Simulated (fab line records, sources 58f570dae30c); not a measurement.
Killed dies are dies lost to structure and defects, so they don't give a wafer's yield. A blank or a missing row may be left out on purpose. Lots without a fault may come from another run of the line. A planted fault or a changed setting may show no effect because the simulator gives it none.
fab line records | flow berkeley_cmos170 | part 2 of 2: steps 25 to 36 of 36
record lots=5 wafers=15 last_day=12
route steps=331 shown NWELL@27 PWELL@34 WELLDRIVE@55 ACTIVE@60
lots that met no fault: from a run of the same line without faults
start_h: hours from the record's first day to the start of the lot's first wafer shown | wait_h: hours since the lot's step before | " the same as in the row above | L1.1+2: a row that stands for several wafers | - no value, or no start given | * or withheld: withheld | < > ~ a bound
route shown NAME@n: a module of which the file shows steps, and the number in the route of the first | usual: mean/standard deviation of fault-free wafers | same: alike in all rows | chamber/n: place in a boat | sites: the reading at each site | _std_site: their standard deviation | _edge_site: outer sites' mean less inner sites' | radius_mm: how far each site lies from the wafer's centre | mask NAME#n: copy n | behind: the tool/chamber that last shaped the wafer | hold: why the lot was held/for how many hours/how that ended | device: the transistor (n, p or np) that didn't switch | end of line: the same wafers' tests at the end of the route | a step without rows: its recipe alone | killed: dies lost to structure and defects at the first sort, not the wafer's yield | map: a wafer's dies, x killed, . not, _ none there
set.NAME: the setting as run; set.NAME@STEP: as run at that earlier step | model.NAME: the simulator's own value behind a step, which no gauge read
lots at some steps of the route; a table a step, a row a wafer
services: from which hour (start_h, from the record's first day; less than 0 if before it) a tool's chamber was out of use, for how many hours, and why
## steps
# step UCB170_PWELL_TW_MEAS_17
# usual PWELL_TW=381/3.7
# columns lot.wafer tool chamber start_h wait_h PWELL_TW
L078.1 film_metro-02 - 67.05 0.1 383
L078.2 " - " " 385
L078.5 " - " " 383
L086.1 film_metro-02 - 108.26 0.1 384
L086.3 " - " " 386
L086.5 " - " " 384
L091.1 film_metro-01 - 139.38 0.1 379
L091.4 " - " " 377
L091.6 " - " " 377
L094.1 film_metro-04 - 152.48 0.1 382
L094.4 " - " " 380
L094.6 " - " " 382
L096.3 film_metro-04 - 165.23 0.1 381
L096.4 " - " " 380
L096.6 " - " " 381
# step UCB170_PWELL_CLEAN_18
# recipe chemistry=SPM temp_c=120 time_s=600
# usual bath_heat_duty_pct=12.6/1.2
# columns lot.wafer tool chamber start_h wait_h bath_heat_duty_pct
L078.1 wet_bench-03 1 67.11 0.1 12.9
L078.2 " 1 " " 12.7
L078.5 " 1 " " 13.8
L086.1 wet_bench-03 1 108.96 0.7 14.6
L086.3 " 1 " " 13.2
L086.5 " 1 " " 13.8
L091.1 wet_bench-03 1 139.60 0.2 14.2
L091.4 " 1 " " 14.1
L091.6 " 1 " " 14.7
L094.1 wet_bench-02 1 152.54 0.1 10.9
L094.4 " 1 " " 10.3
L094.6 " 1 " " 10.8
L096.3 wet_bench-01 0 165.27 0.0 11.2
L096.4 " 0 " " 12.6
L096.6 " 0 " " 11.1
# step UCB170_PWELL_WET_ETCH_19
# recipe chemistry=H3PO4 target=Si3N4 temp_c=160 time_s=14400
# usual bath_heat_duty_pct=25.5/1.8
# columns lot.wafer tool chamber start_h wait_h bath_heat_duty_pct
L078.1 wet_bench-03 3 67.29 0.0 25.5
L078.2 " 3 " " 23.1
L078.5 " 3 " " 27.0
L086.1 wet_bench-03 0 109.15 0.0 25.1
L086.3 " 0 " " 22.9
L086.5 " 0 " " 25.0
L091.1 wet_bench-03 2 139.80 0.0 25.4
L091.4 " 2 " " 27.4
L091.6 " 2 " " 26.2
L094.1 wet_bench-02 2 152.71 0.0 24.5
L094.4 " 2 " " 22.5
L094.6 " 2 " " 22.2
L096.3 wet_bench-03 1 165.46 0.0 27.5
L096.4 " 1 " " 27.2
L096.6 " 1 " " 27.0
# step UCB170_PWELL_WET_ETCH_20
# recipe chemistry=BOE dilution=5:1 target=SiO2 temp_c=25 time_s=22
# usual bath_heat_duty_pct=5.8/0.67
# columns lot.wafer tool chamber start_h wait_h bath_heat_duty_pct
L078.1 wet_bench-03 1 71.47 0.2 6.6
L078.2 " 1 " " 6.1
L078.5 " 1 " " 6.8
L086.1 wet_bench-03 1 113.16 0.0 5.8
L086.3 " 1 " " 7.0
L086.5 " 1 " " 7.0
L091.1 wet_bench-03 1 143.81 0.0 6.9
L091.4 " 1 " " 7.3
L091.6 " 1 " " 6.6
L094.1 wet_bench-02 2 156.90 0.2 4.9
L094.4 " 2 " " 5.7
L094.6 " 2 " " 5.7
L096.3 wet_bench-03 0 169.83 0.0 5.5
L096.4 " 0 " " 5.3
L096.6 " 0 " " 5.4
# step UCB170_WELLDRIVE_CLEAN_00
# recipe chemistry=SPM temp_c=120 time_s=600
# usual bath_heat_duty_pct=12.6/1.2
# columns lot.wafer tool chamber start_h wait_h bath_heat_duty_pct
L078.1 wet_bench-03 3 71.66 0.2 13.2
L078.2 " 3 " " 12.1
L078.5 " 3 " " 12.5
L086.1 wet_bench-03 2 113.18 0.0 13.3
L086.3 " 2 " " 12.2
L086.5 " 2 " " 14.3
L091.1 wet_bench-03 1 143.82 0.0 13.7
L091.4 " 1 " " 14.7
L091.6 " 1 " " 13.9
L094.1 wet_bench-03 3 157.47 0.6 11.8
L094.4 " 3 " " 12.8
L094.6 " 3 " " 13.7
L096.3 wet_bench-03 1 169.85 0.0 13.3
L096.4 " 1 " " 14.6
L096.6 " 1 " " 14.2
# step UCB170_WELLDRIVE_OXIDATION_01
# recipe temp_c=1100 ambient=O2 target_thk_a=1990 ox_time_s=9000
# usual spike_tc_source_C=1126.9/2.3
# columns lot.wafer tool chamber start_h wait_h spike_tc_source_C
L078.1 furnace-01 0 74.47 2.6 1128.2
L078.2 " 0 " " 1129.0
L078.5 " 0 " " 1127.4
L086.1 furnace-01 0 115.97 2.6 1128.4
L086.3 " 0 " " 1126.4
L086.5 " 0 " " 1128.6
L091.1 furnace-01 0 145.31 1.3 1126.8
L091.4 " 0 " " 1128.8
L091.6 " 0 " " 1128.4
L094.1 furnace-04 0 160.35 2.7 1127.7
L094.4 " 0 " " 1128.3
L094.6 " 0 " " 1128.0
L096.3 furnace-04 0 172.18 2.1 1130.4
L096.4 " 0 " " 1128.8
L096.6 " 0 " " 1128.1
# step UCB170_WELLDRIVE_THK_MEAS_02
# recipe reads=SiO2_of_WELLDRIVE_OXIDATION_01
# usual WELLDRIVE_OXIDE_THK=200/3
# columns lot.wafer tool chamber start_h wait_h WELLDRIVE_OXIDE_THK[nm]
L078.1 film_metro-02 - 77.97 0.0 202
L078.2 " - " " 202
L078.5 " - " " 201
L086.1 film_metro-02 - 119.47 0.0 199
L086.3 " - " " 195
L086.5 " - " " 198
L091.1 film_metro-04 - 148.81 0.0 198
L091.4 " - " " 201
L091.6 " - " " 197
L094.1 film_metro-04 - 163.85 0.0 202
L094.4 " - " " 204
L094.6 " - " " 202
L096.3 film_metro-04 - 175.70 0.0 197
L096.4 " - " " 200
L096.6 " - " " 202
# step UCB170_WELLDRIVE_ANNEAL_03
# recipe temp_c=1100 time_s=900 ambient=N2
# usual spike_tc_source_C=1127.1/2.2
# columns lot.wafer tool chamber start_h wait_h spike_tc_source_C
L078.1 furnace-01 0 80.47 2.5 1128.7
L078.2 " 0 " " 1127.5
L078.5 " 0 " " 1126.0
L086.1 furnace-04 0 121.78 2.3 1128.3
L086.3 " 0 " " 1127.6
L086.5 " 0 " " 1127.9
L091.1 furnace-04 0 151.33 2.5 1128.9
L091.4 " 0 " " 1127.2
L091.6 " 0 " " 1127.8
L094.1 furnace-02 0 166.36 2.5 1122.9
L094.4 " 0 " " 1121.5
L094.6 " 0 " " 1123.8
L096.3 furnace-04 0 177.35 1.6 1128.2
L096.4 " 0 " " 1129.3
L096.6 " 0 " " 1128.5
# step UCB170_WELLDRIVE_WET_ETCH_04
# recipe chemistry=BOE dilution=5:1 target=SiO2 temp_c=25 time_s=120
# usual bath_heat_duty_pct=5.9/0.64
# columns lot.wafer tool chamber start_h wait_h bath_heat_duty_pct
L078.1 wet_bench-03 1 81.72 0.0 6.2
L078.2 " 1 " " 6.3
L078.5 " 1 " " 6.6
L086.1 wet_bench-02 0 123.03 0.0 5.6
L086.3 " 0 " " 6.9
L086.5 " 0 " " 5.1
L091.1 wet_bench-03 2 152.58 0.0 6.4
L091.4 " 2 " " 5.7
L091.6 " 2 " " 6.4
L094.1 wet_bench-02 0 167.61 0.0 6.1
L094.4 " 0 " " 6.6
L094.6 " 0 " " 5.9
L096.3 wet_bench-01 2 178.90 0.3 5.4
L096.4 " 2 " " 6.8
L096.6 " 2 " " 5.3
# step UCB170_ACTIVE_CLEAN_00
# recipe chemistry=SPM temp_c=120 time_s=600
# usual bath_heat_duty_pct=12.0/1
# columns lot.wafer tool chamber start_h wait_h bath_heat_duty_pct
L078.1 wet_bench-02 1 81.76 0.0 10.4
L078.2 " 1 " " 10.5
L078.5 " 1 " " 11.3
L086.1 wet_bench-02 0 123.08 0.0 12.2
L086.3 " 0 " " 13.2
L086.5 " 0 " " 12.3
L091.1 wet_bench-03 0 152.62 0.0 11.2
L091.4 " 0 " " 12.1
L091.6 " 0 " " 12.6
L094.1 wet_bench-02 3 167.66 0.0 12.4
L094.4 " 3 " " 11.9
L094.6 " 3 " " 11.5
L096.3 wet_bench-01 1 179.18 0.2 11.1
L096.4 " 1 " " 11.4
L096.6 " 1 " " 11.6
# step UCB170_ACTIVE_CLEAN_01
# recipe chemistry=dHF dilution=25:1 time_s=60
# columns lot.wafer tool chamber start_h wait_h
L078.1+2+5 wet_bench-03 1 81.94 0.0
L086.1+3+5 wet_bench-02 3 123.29 0.0
L091.1+4+6 wet_bench-03 2 152.80 0.0
L094.1+4+6 wet_bench-02 0 167.83 0.0
L096.3+4+6 wet_bench-03 0 179.76 0.4
# step UCB170_ACTIVE_OXIDATION_02
# recipe temp_c=1000 ambient=O2 target_thk_a=264 ox_time_s=1260
# usual spike_tc_source_C=1025.3/2.5
# columns lot.wafer tool chamber start_h wait_h spike_tc_source_C
L078.1 furnace-03 0 84.03 2.1 1026.3
L078.2 " 0 " " 1029.0
L078.5 " 0 " " 1026.4
L086.1 furnace-02 0 128.95 5.6 1021.8
L086.3 " 0 " " 1022.2
L086.5 " 0 " " 1022.6
L091.1 furnace-04 0 156.08 3.3 1026.4
L091.4 " 0 " " 1025.9
L091.6 " 0 " " 1027.7
L094.1 furnace-02 0 170.61 2.8 1022.3
L094.4 " 0 " " 1023.3
L094.6 " 0 " " 1020.6
L096.3 furnace-04 0 181.77 2.0 1026.1
L096.4 " 0 " " 1027.5
L096.6 " 0 " " 1026.9
## services
# columns tool chamber start_h hours kind
krf_scanner-01 - 29.05 1.0 pm
krf_scanner-01 - 32.79 1.3 pm
furnace-01 - 35.07 3.2 pm
krf_scanner-01 - 37.92 0.8 pm
furnace-02 - 42.38 3.0 pm
implanter-04 - 54.12 0.8 repair
krf_scanner-02 - 56.07 1.0 pm
rie_diel-02 0 72.72 9.5 repair
krf_scanner-01 - 75.90 0.8 pm
rie_diel-04 2 81.85 17.5 repair
krf_scanner-01 - 84.60 9.2 repair
implanter-04 - 91.40 5.1 pm
rie_diel-04 - 99.52 28.1 pm
rie_diel-02 2 101.59 4.0 repair
implanter-01 - 101.93 1.3 repair
krf_scanner-02 - 102.01 1.3 pm
lpcvd-02 - 114.78 14.6 pm
furnace-02 - 122.01 5.6 pm
krf_scanner-02 - 126.45 0.8 pm
wet_bench-01 - 129.15 2.5 repair
krf_scanner-02 - 138.07 2.1 repair
implanter-04 - 150.84 2.9 repair
krf_scanner-01 - 160.39 3.6 pm
rie_diel-04 2 162.04 7.4 repair
